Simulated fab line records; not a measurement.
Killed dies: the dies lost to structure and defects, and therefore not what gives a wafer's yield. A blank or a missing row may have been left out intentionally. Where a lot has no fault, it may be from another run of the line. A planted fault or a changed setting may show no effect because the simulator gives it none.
fab line records	flow rit-cmos
record: lots: 14	wafers: 42	last-day: 7
route steps=202 shown PLDD@119
lots that met no fault: from a run of the same line without faults
start-h: hours from the record's opening day to when the first of the lot's shown wafers began	wait-h: how many hours have passed since the lot's step before this one	" the same as in the row above	L1.1+2: a single row standing in for several wafers	- no value, or no start given	* or withheld: withheld	< > ~ a bound
route shown NAME@n: names a module that has steps shown in the file, with the first one's number in the route	usual: mean and standard deviation over wafers with no fault	same: alike in all rows	chamber/n: place in a boat	sites: readings site by site	_std_site: how widely they spread, as a standard deviation	_edge_site: outer sites' mean less inner sites'	radius-mm: how far each site lies from the wafer's centre	mask NAME#n: copy n	behind: the most recent tool/chamber to have shaped the wafer	hold: why the lot was held/for how many hours/how that ended	device: the n, p or np transistor that did not switch	end of line: at the end of the route, the tests of the same wafers	for a step that has no rows: nothing shown but its recipe	killed: count of dies lost to structure and defects at first sort (not the wafer's yield)	map: dies across one wafer; x = killed, . = not, _ = none there
set.NAME: the setting that was run; set.NAME@STEP: the one run at that earlier step	model.NAME: the simulator's own value behind a step, which no gauge read
one table for each step of the route and one row for each wafer, over a sample of lots
== steps ==
step: RIT_PLDD_DEVELOP_05
recipe: resist: NOVOLAK	develop-time-s: 50	dev-temp-c: 23
usual: developer-temp-C: 22.99/0.1
lot.wafer	tool	chamber	start-h	wait-h	developer-temp-C
L296.3	litho-track-02	0	45	-	22.97
L296.5	"	0	"	"	23.28
L296.6	"	0	"	"	23.01
L297.1	litho-track-01	0	53	-	22.98
L297.2	"	0	"	"	23.06
L297.6	"	0	"	"	22.91
L298.1	litho-track-02	0	55	-	22.84
L298.2	"	0	"	"	22.89
L298.3	"	0	"	"	22.91
L299.1	litho-track-01	0	58	-	22.86
L299.4	"	0	"	"	22.96
L299.5	"	0	"	"	22.98
L301.2	litho-track-03	0	73	-	22.98
L301.3	"	0	"	"	22.90
L301.4	"	0	"	"	23.04
L302.1	litho-track-03	0	77	-	23.08
L302.2	"	0	"	"	23.05
L302.3	"	0	"	"	23.03
L306.1	litho-track-02	0	97	-	23.18
L306.3	"	0	"	"	23.01
L306.5	"	0	"	"	23.00
L310.1	litho-track-02	0	113	-	22.13
L310.2	"	0	"	"	21.97
L310.3	"	0	"	"	21.94
L312.2	litho-track-02	0	129	-	22.19
L312.4	"	0	"	"	22.14
L312.6	"	0	"	"	22.06
L313.2	litho-track-01	0	134	-	22.95
L313.4	"	0	"	"	22.88
L313.6	"	0	"	"	23.06
L314.1	litho-track-03	0	136	-	23.11
L314.4	"	0	"	"	23.07
L314.5	"	0	"	"	23.20
L315.4	litho-track-01	0	138	-	23.03
L315.5	"	0	"	"	23.03
L315.6	"	0	"	"	23.02
L317.1	litho-track-01	0	153	-	22.94
L317.5	"	0	"	"	22.94
L317.6	"	0	"	"	22.97
L318.2	litho-track-01	0	158	-	23.17
L318.4	"	0	"	"	23.10
L318.6	"	0	"	"	23.15
== key ==
first-sign: step: RIT_PLDD_DEVELOP_05	reading: developer-temp-C	direction: down	sigmas: 9.1	usual: *	struck: *
effect none on later readings
met-at RIT_PLDD_DEVELOP_05
struck-lots L310,L312
tester-left-out L310,L312
onset-between 97 113
fault: kind: process-parameter-drift	tool: litho-track-02	chamber: -	onset-h: 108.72	steps: RIT_PLDD_DEVELOP_05	channel: dev-temp-c	offset: *	shape: step	end-h: 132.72	acts-in: *	stated: *
tester-left-out: of these lots the tester's yield and bins aren't shown, on N5 and GAA mostly nor the transistor test; their killed dies are dies lost to structure and defects alone, not to doping, threshold or leakage, so they don't give the yield
